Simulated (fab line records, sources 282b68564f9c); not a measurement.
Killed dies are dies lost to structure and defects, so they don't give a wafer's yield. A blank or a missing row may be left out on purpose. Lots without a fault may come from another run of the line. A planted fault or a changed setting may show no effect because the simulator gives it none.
Which tool did it? | flow rit_cmos | 14 lots, 42 wafers sampled, at 2 steps of a route of 202

WHAT THE GAUGES READ, wafer by wafer
RIT_PWELL_OVL_MEAS_06. Usual: PWELL_OVL 0.5 nm, standard deviation 1.3.
lot  | measured    | on         | PWELL_OVL (nm)                      | flag
L714 | day 2 14:52 | overlay-01 | 1.8 1.4 1.5                         |
L715 | day 2 19:11 | overlay-01 | 0.8 1.8 0.2                         |
L717 | day 3 02:51 | overlay-02 | 0.5 0.4 0.3                         |
L718 | day 3 09:59 | overlay-01 | -1.9 0.9 0.1                        |
L719 | day 3 14:13 | overlay-01 | 0.3 -1.1 -3.0                       |
L720 | day 3 17:43 | overlay-01 | 0.6 -1.8 -0.4                       |
L721 | day 4 03:36 | overlay-02 | 0.3 0.6 -0.6                        |
L722 | day 4 03:50 | overlay-02 | 1.5 -0.4 1.9                        |
L723 | day 4 07:41 | overlay-02 | -0.3 2.5 3.2                        |
L725 | day 4 17:43 | overlay-02 | 0.5 -2.5 -0.5                       |
L726 | day 4 21:42 | overlay-01 | -0.5 -0.1 1.5                       |
L729 | day 5 13:49 | overlay-01 | 362.6 361.1 361.5 361.4 360.2 360.9 | OFF
L731 | day 6 04:10 | overlay-02 | 361.7 362.4 360.3 360.3 361.1 359.4 | OFF
L735 | day 6 22:24 | overlay-01 | -0.9 -0.1 0.7                       |

WHICH TOOL RAN EACH LOT (tool, then ch and the chambers of the sampled wafers, then the start)
lot  | RIT_PWELL_EXPOSE_03
L714 | iline_stepper-01 ch 0, day 2 14:26
L715 | iline_stepper-01 ch 0, day 2 18:33
L717 | iline_stepper-01 ch 0, day 3 02:16
L718 | iline_stepper-02 ch 0, day 3 09:33
L719 | iline_stepper-01 ch 0, day 3 13:47
L720 | iline_stepper-02 ch 0, day 3 17:18
L721 | iline_stepper-02 ch 0, day 4 03:01
L722 | iline_stepper-01 ch 0, day 4 03:26
L723 | iline_stepper-01 ch 0, day 4 07:08
L725 | iline_stepper-02 ch 0, day 4 17:18
L726 | iline_stepper-01 ch 0, day 4 21:18
L729 | iline_stepper-02 ch 0, day 5 13:23
L731 | iline_stepper-02 ch 0, day 6 03:44
L735 | iline_stepper-01 ch 0, day 6 21:58
- RIT_PWELL_EXPOSE_03: exposes mask M3, target cd 43700 nm.

WHAT THE TOOLS THEMSELVES READ (means of the sampled wafers that have a number; where no wafer has one, the mark that the record gives instead)
The record holds no such reading with a usual standard deviation.

THE ANSWER, worked out from the rows above alone
Rule: a lot is off if the mean of its wafers that have a number lies more than 3 standard deviations from the usual mean. A lot without any number at a reading at which 4 lots or more have one is off too. The other lots that the step has rows for count as sound. The gauges are gone through in route order, then the tools' own readings, and for those a lot's mean is taken as printed above. The first step at which some lot is off is used, and at that step the reading that is off furthest; a lot without a number counts as furthest.
Off: L729, L731, at RIT_PWELL_OVL_MEAS_06 (PWELL_OVL).
A tool fits if, at a process step before that reading, it ran every lot that is off, and no sound lot after the first of them. The gauges at RIT_PWELL_OVL_MEAS_06 are tried like those tools. One fits: iline_stepper-02 at RIT_PWELL_EXPOSE_03. Its last sound lot is L725 (day 4 17:18), its first lot that is off L729 (day 5 13:23): a fault that began between those two fits.

WHAT THE SIMULATOR HAD PUT IN
Scanner matching overlay: iline_stepper-02, from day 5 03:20 on, at RIT_PWELL_EXPOSE_03. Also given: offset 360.
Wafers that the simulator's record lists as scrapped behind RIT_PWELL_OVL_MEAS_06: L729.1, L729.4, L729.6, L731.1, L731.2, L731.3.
Lots struck among those shown: L729, L731. The rule above found the same.
